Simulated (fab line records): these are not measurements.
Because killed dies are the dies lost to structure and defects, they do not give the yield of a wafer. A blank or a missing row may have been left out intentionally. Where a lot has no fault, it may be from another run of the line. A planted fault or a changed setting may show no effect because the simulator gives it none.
Which of the tools did it? || flow berkeleyCmos170 || 15 lots with 45 wafers sampled at 2 steps, on a route of 331 steps

## WHAT THE GAUGES READ, wafer by wafer
UCB170_NWELL_TW_MEAS_16.
{"lot": "L529", "measured": "day 2 07:59", "on": "filmMetro-04", "NWELL_TW": "1261 1256 1257"}
{"lot": "L530", "measured": "day 2 11:15", "on": "filmMetro-04", "NWELL_TW": "1261 1260 1260"}
{"lot": "L532", "measured": "day 2 22:34", "on": "filmMetro-04", "NWELL_TW": "1253 1256 1261"}
{"lot": "L533", "measured": "day 3 04:34", "on": "filmMetro-04", "NWELL_TW": "1556 1554 1557"}
{"lot": "L535", "measured": "day 3 19:22", "on": "filmMetro-02", "NWELL_TW": "1240 1237 1228"}
{"lot": "L540", "measured": "day 4 20:41", "on": "filmMetro-04", "NWELL_TW": "1249 1249 1249"}
{"lot": "L542", "measured": "day 5 07:22", "on": "filmMetro-02", "NWELL_TW": "1542 1539 1539"}
{"lot": "L544", "measured": "day 5 10:28", "on": "filmMetro-04", "NWELL_TW": "1556 1561 1561"}
{"lot": "L545", "measured": "day 5 19:12", "on": "filmMetro-02", "NWELL_TW": "1227 1229 1232"}
{"lot": "L546", "measured": "day 6 00:23", "on": "filmMetro-01", "NWELL_TW": "1221 1223 1223"}
{"lot": "L547", "measured": "day 6 04:05", "on": "filmMetro-01", "NWELL_TW": "1230 1230 1222"}
{"lot": "L548", "measured": "day 6 09:42", "on": "filmMetro-01", "NWELL_TW": "1227 1223 1224"}
{"lot": "L549", "measured": "day 6 09:52", "on": "filmMetro-04", "NWELL_TW": "1245 1252 1251"}
{"lot": "L550", "measured": "day 6 12:38", "on": "filmMetro-04", "NWELL_TW": "1245 1250 1247"}
{"lot": "L551", "measured": "day 6 23:19", "on": "filmMetro-01", "NWELL_TW": "1222 1224 1223"}

## WHAT TOOL EACH LOT RAN ON (gives the tool, then ch and the chambers of the sampled wafers, and finally the start)
{"lot": "L529", "UCB170_NWELL_IMPLANT_14": "implanter-01 ch 0, day 2 07:44"}
{"lot": "L530", "UCB170_NWELL_IMPLANT_14": "implanter-01 ch 0, day 2 11:01"}
{"lot": "L532", "UCB170_NWELL_IMPLANT_14": "implanter-03 ch 0, day 2 22:19"}
{"lot": "L533", "UCB170_NWELL_IMPLANT_14": "implanter-02 ch 0, day 3 04:02"}
{"lot": "L535", "UCB170_NWELL_IMPLANT_14": "implanter-01 ch 0, day 3 19:08"}
{"lot": "L540", "UCB170_NWELL_IMPLANT_14": "implanter-03 ch 0, day 4 20:27"}
{"lot": "L542", "UCB170_NWELL_IMPLANT_14": "implanter-01 ch 0, day 5 06:50"}
{"lot": "L544", "UCB170_NWELL_IMPLANT_14": "implanter-01 ch 0, day 5 09:54"}
{"lot": "L545", "UCB170_NWELL_IMPLANT_14": "implanter-02 ch 0, day 5 18:59"}
{"lot": "L546", "UCB170_NWELL_IMPLANT_14": "implanter-01 ch 0, day 6 00:08"}
{"lot": "L547", "UCB170_NWELL_IMPLANT_14": "implanter-02 ch 0, day 6 03:52"}
{"lot": "L548", "UCB170_NWELL_IMPLANT_14": "implanter-01 ch 0, day 6 09:29"}
{"lot": "L549", "UCB170_NWELL_IMPLANT_14": "implanter-02 ch 0, day 6 09:38"}
{"lot": "L550", "UCB170_NWELL_IMPLANT_14": "implanter-01 ch 0, day 6 12:25"}
{"lot": "L551", "UCB170_NWELL_IMPLANT_14": "implanter-02 ch 0, day 6 23:04"}
- UCB170_NWELL_IMPLANT_14

## WHAT THE TOOLS THEMSELVES READ (means of the sampled wafers that have a number; where no wafer has one, the mark that the record gives instead)
UCB170_NWELL_IMPLANT_14.
{"lot": "L529", "tool": "implanter-01", "endStationPressureTorr (Torr)": 4.98e-06}
{"lot": "L530", "tool": "implanter-01", "endStationPressureTorr (Torr)": 5.12e-06}
{"lot": "L532", "tool": "implanter-03", "endStationPressureTorr (Torr)": 5.16e-06}
{"lot": "L533", "tool": "implanter-02", "endStationPressureTorr (Torr)": 5.22e-06}
{"lot": "L535", "tool": "implanter-01", "endStationPressureTorr (Torr)": 5.11e-06}
{"lot": "L540", "tool": "implanter-03", "endStationPressureTorr (Torr)": 5.07e-06}
{"lot": "L542", "tool": "implanter-01", "endStationPressureTorr (Torr)": 5.26e-06}
{"lot": "L544", "tool": "implanter-01", "endStationPressureTorr (Torr)": 4.95e-06}
{"lot": "L545", "tool": "implanter-02", "endStationPressureTorr (Torr)": 4.99e-06}
{"lot": "L546", "tool": "implanter-01", "endStationPressureTorr (Torr)": 5.30e-06}
{"lot": "L547", "tool": "implanter-02", "endStationPressureTorr (Torr)": 5.06e-06}
{"lot": "L548", "tool": "implanter-01", "endStationPressureTorr (Torr)": 5.11e-06}
{"lot": "L549", "tool": "implanter-02", "endStationPressureTorr (Torr)": 5.10e-06}
{"lot": "L550", "tool": "implanter-01", "endStationPressureTorr (Torr)": 4.95e-06}
{"lot": "L551", "tool": "implanter-02", "endStationPressureTorr (Torr)": 5.00e-06}

## THE ANSWER, worked out from the rows above alone
Rule: what is usual is taken from the lots themselves. Put in order of their means at a reading, lots are off if they are a third of the lots or fewer, leave a main group of 4 or more, and stand apart from it by a gap of 3 or more times the standard deviation of the main group's means; of several such gaps the widest counts. Not used: any main group whose means are identical at the precision the tables above print for the reading. Also off: a lot with no number at a reading for which 4 or more lots have one. All remaining lots with rows at the step are treated as sound. After the gauges, taken in route order, come the tools' own readings; for these a lot's mean is taken, as printed above. At the first step where some lot is off, the reading lying furthest off is the one used; lots without a number count as furthest.
Off: L533, L542, L544, at UCB170_NWELL_TW_MEAS_16 (NWELL_TW). For the main group the mean is 1240 and the standard deviation 14.
If a tool, at a process step before that reading, ran all the lots that are off and no sound lot after the first of them, it fits. The gauges at UCB170_NWELL_TW_MEAS_16 are tried like those tools. Of those tried, none fits.

## WHAT THE SIMULATOR PUT IN
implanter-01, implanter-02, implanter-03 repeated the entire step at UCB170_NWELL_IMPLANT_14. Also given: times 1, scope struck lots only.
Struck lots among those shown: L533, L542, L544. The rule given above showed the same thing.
